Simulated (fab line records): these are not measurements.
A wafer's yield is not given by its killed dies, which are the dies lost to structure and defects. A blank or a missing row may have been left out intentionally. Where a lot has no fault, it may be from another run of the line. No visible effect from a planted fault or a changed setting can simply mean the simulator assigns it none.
A struck lot beside a sound one -- flow berkeley_cmos170 -- 18 steps out of a route of 331
Sound: wafers L241.1, L241.4, L241.6. Struck: wafer L247.2. (L247.3, L247.5 of the same lot were not struck and are left out.) The cause comes at the end.
At each step with rows: each side's tool, then ch and its chambers, then its first start. Under that, the readings that differ: sound wafers -- struck wafers -- difference of the means -- sigmas: that difference in standard deviations of wafers without a fault.
alike: a reading whose means differ by less than 2 such deviations, as well as words and numbers matching on both sides. not compared: withheld readings; readings where some wafer has no value; bounds like >300 that might hide an equal value; numbers whose values overlap and for which the record gives no deviation.
Wherever a step has rows on one side only, a row that says differs or no value, or a row with sigmas, the two part there. Non-overlapping numbers with no deviation appear without sigmas and do not part them. Lack of a reading on every wafer of one side parts them only where that side has two or more wafers.

first, 5 steps without rows for these wafers: UCB170_NLDD_COAT_01 (resist thk 900 nm); UCB170_NLDD_SOFTBAKE_02 (time 60 s); UCB170_NLDD_EXPOSE_03 (exposes mask NSELECT, target cd 1200 nm); UCB170_NLDD_PEB_04; UCB170_NLDD_DEVELOP_05 (develop time 45 s).
UCB170_NLDD_CD_MEAS_06: the cd target is 1200 nm.
  sound on cd_sem-02, day 10 00:07; struck on cd_sem-01, day 11 12:40
  alike: cd_nm
UCB170_NLDD_OVL_MEAS_07:
  sound on overlay-01, day 10 00:14; struck on overlay-01, day 11 12:47
  alike: NLDD_OVL
then, 2 steps without rows for these wafers: UCB170_NLDD_IMPLANT_08; UCB170_NLDD_IMPLANT_09.
UCB170_NLDD_STRIP_10: strips in O2.
  sound on plasma_asher-03 ch 0,1, day 10 00:34; struck on plasma_asher-04 ch 0, day 11 13:07
  alike: drypump_motor_current_A, oes_product_au, strip_time_to_endpoint_s
  not compared: rf_hours_counter_h
UCB170_NLDD_TW_MEAS_11:
  sound on film_metro-03, day 10 00:40; struck on film_metro-03, day 11 13:13
  alike: NLDD_TW
then, 1 step without rows for these wafers: UCB170_NLDD_CLEAN_12 (cleans in SPM, time 600 s).
UCB170_SPACER_CVD_00: deposits SiO2 from TEOS/O2, target thk 376 nm, time 47 s.
  sound on pecvd-02 ch 0,2, day 10 00:55; struck on pecvd-02 ch 2, day 11 13:26
reading,sound,struck,difference,sigmas
model.SiO2_of_SPACER_CVD_00.thk_nm (nm),368.8 379.3 379.3,350.9,-24.9,
  alike: heater_power_w, rf_fwd_power_W
UCB170_SPACER_THK_MEAS_01:
  sound on film_metro-04, day 10 00:57; struck on film_metro-04, day 11 13:29
reading,sound,struck,difference,sigmas
SPACER_TEOS_THK (nm),369 379 379,351,-25,-6
then, 1 step without rows for these wafers: UCB170_SPACER_ANNEAL_02 (time 1800 s).
UCB170_SPACER_ETCHBACK_03: etches SiO2 in CHF3/CF4/Ar, stops on Si, target depth 376 nm, time 100 s.
  sound on rie_diel-01 ch 0,1,2, day 10 12:58; struck on rie_diel-02 ch 0, day 11 17:29
reading,sound,struck,difference,sigmas
model.etch.depth_nm (nm),368.8 379.3 379.3,350.9,-24.9,
  alike: drypump_motor_current_A, oes_product_au, rf_fwd_power_W, throttle_valve_pct
  not compared: rf_hours_counter_h
then, 1 step without rows for these wafers: UCB170_PSD_HMDS_00 (prime time 60 s).
UCB170_M3_PROBE_99:
  sound on prober-02, day 11 14:10; struck on prober-01, day 12 19:26
reading,sound,struck,difference,sigmas
model.etest.pldd.line_ohm_um,1801 1804 1836,1332,-482,
model.etest.pmos_0p35.r_on_ohm_um,4706 4778 4833,4225,-547,
model.etest.pldd.rs_ohm_sq,1126 1150 1132,837.5,-298.5,
model.etest.nmos_0p35.r_on_ohm_um,1448 1493 1512,1411,-73,
model.etest.pplus_sal.width_nm (nm),724.5 692.8 708.6,765,+56,
model.etest.nplus_sal.width_nm (nm),725.5 691.9 706.5,759.7,+51.7,
model.etest.pplus_sal.line_ohm_um,5.158 5.313 5.198,4.809,-0.414,
  not compared: model.etest.field_n_metal.vt_v

== WHERE THEY PART ==
Only at UCB170_SPACER_THK_MEAS_01, as far as this record shows. Later steps at which nothing parts them and some readings are alike: UCB170_SPACER_ETCHBACK_03.

WHY: what the simulator had put in
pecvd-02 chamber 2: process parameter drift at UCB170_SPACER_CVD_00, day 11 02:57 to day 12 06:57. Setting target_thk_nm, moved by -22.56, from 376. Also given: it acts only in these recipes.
